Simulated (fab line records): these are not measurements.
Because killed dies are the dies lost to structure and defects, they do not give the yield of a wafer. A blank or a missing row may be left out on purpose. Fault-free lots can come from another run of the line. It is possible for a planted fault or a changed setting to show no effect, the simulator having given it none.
Which tool was responsible?	flow rit cmos	13 lots, 39 wafers sampled, at 4 steps of a route of 202

WHAT THE GAUGES SHOWED, per wafer
RIT_FOX2_THK_MEAS_01. Usual: FOX2_OXIDE_THK gives 352 nm (standard deviation 5.7).
lot	measured	on	FOX2_OXIDE_THK (nm)	flag
L509	day 1 18:41	film metro-01	353 352 355	
L510	day 1 23:41	film metro-02	355 360 353	
L511	day 2 05:16	film metro-02	356 357 351	
L512	day 2 10:43	film metro-01	361 362 350	
L513	day 2 14:43	film metro-03	355 353 358	
L514	day 2 19:19	film metro-03	343 351 348	
L515	day 3 00:26	film metro-01	345 347 350	
L518	day 3 16:11	film metro-01	362 360 358	
L520	day 4 01:22	film metro-01	356 360 351	
L521	day 4 06:23	film metro-01	362 354 355	
L522	day 4 11:44	film metro-03	357 352 351	
L526	day 5 09:16	film metro-01	367 368 365	
L530	day 6 04:11	film metro-01	352 355 353	

RIT_FOX2_THK_MEAS_90. Usual: FIELD_OXIDE_LEFT_1_THK gives 325 nm (standard deviation 5.7).
lot	measured	on	FIELD_OXIDE_LEFT_1_THK (nm)	flag
L509	day 1 19:34	film metro-01	325 325 328	
L510	day 2 00:34	film metro-02	327 332 327	
L511	day 2 06:13	film metro-01	329 329 324	
L512	day 2 11:35	film metro-03	333 335 322	
L513	day 2 15:35	film metro-01	328 325 330	
L514	day 2 20:12	film metro-03	315 323 321	
L515	day 3 01:19	film metro-03	318 320 323	
L518	day 3 17:04	film metro-01	335 333 330	
L520	day 4 02:14	film metro-01	328 333 323	
L521	day 4 07:15	film metro-03	334 327 328	
L522	day 4 12:41	film metro-01	329 324 324	
L526	day 5 10:08	film metro-03	340 341 338	
L530	day 6 05:08	film metro-01	324 328 325	

RIT_FOX2_THK_MEAS_91. Usual: FIELD_OXIDE_LEFT_2_THK gives 257 nm (standard deviation 5.7).
lot	measured	on	FIELD_OXIDE_LEFT_2_THK (nm)	flag
L509	day 2 08:08	film metro-01	257 256 260	
L510	day 2 12:58	film metro-01	259 265 259	
L511	day 2 18:43	film metro-03	260 261 255	
L512	day 3 00:04	film metro-03	265 267 254	
L513	day 3 04:11	film metro-01	261 258 263	
L514	day 3 08:56	film metro-02	247 255 252	
L515	day 3 13:35	film metro-03	251 252 256	
L518	day 4 05:35	film metro-01	267 265 263	
L520	day 4 15:25	film metro-03	260 265 255	
L521	day 4 20:45	film metro-02	267 259 260	
L522	day 5 01:45	film metro-03	261 256 256	
L526	day 5 22:49	film metro-02	272 273 270	
L530	day 6 17:26	film metro-03	256 259 257	

EACH LOT AND THE TOOL THAT RAN IT (in order: tool; ch and the chambers of the sampled wafers; start)
lot	RIT_FOX2_OXIDATION_00
L509	furnace-01 ch 0, day 1 17:22
L510	furnace-04 ch 0, day 1 22:21
L511	furnace-01 ch 0, day 2 03:58
L512	furnace-01 ch 0, day 2 09:23
L513	furnace-01 ch 0, day 2 13:24
L514	furnace-01 ch 0, day 2 18:00
L515	furnace-01 ch 0, day 2 23:07
L518	furnace-04 ch 0, day 3 14:52
L520	furnace-03 ch 0, day 4 00:01
L521	furnace-04 ch 0, day 4 05:03
L522	furnace-03 ch 0, day 4 10:23
L526	furnace-03 ch 0, day 5 07:57
L530	furnace-01 ch 0, day 6 02:51
- RIT_FOX2_OXIDATION_00: target thk 350.7 nm, ox time 1130 s.

WHAT THE TOOLS THEMSELVES READ (means of the sampled wafers that have a number; where no wafer has one, the mark that the record gives instead)
The record holds no such reading with a usual standard deviation.

THE ANSWER, worked out from the rows above alone
Rule: a lot is off if the mean of its wafers that have a number lies more than 3 standard deviations from the usual mean. A lot without any number at a reading at which 4 lots or more have one is off too. Any other lot the step has rows for is counted as sound. After the gauges, taken in route order, come the tools' own readings; for these a lot's mean is taken, as printed above. The first step at which some lot is off is used, and at that step the reading that is off furthest; a lot without a number counts as furthest.
Nothing can be told from this: no lot is off at any reading shown.

WHAT THE SIMULATOR PUT IN
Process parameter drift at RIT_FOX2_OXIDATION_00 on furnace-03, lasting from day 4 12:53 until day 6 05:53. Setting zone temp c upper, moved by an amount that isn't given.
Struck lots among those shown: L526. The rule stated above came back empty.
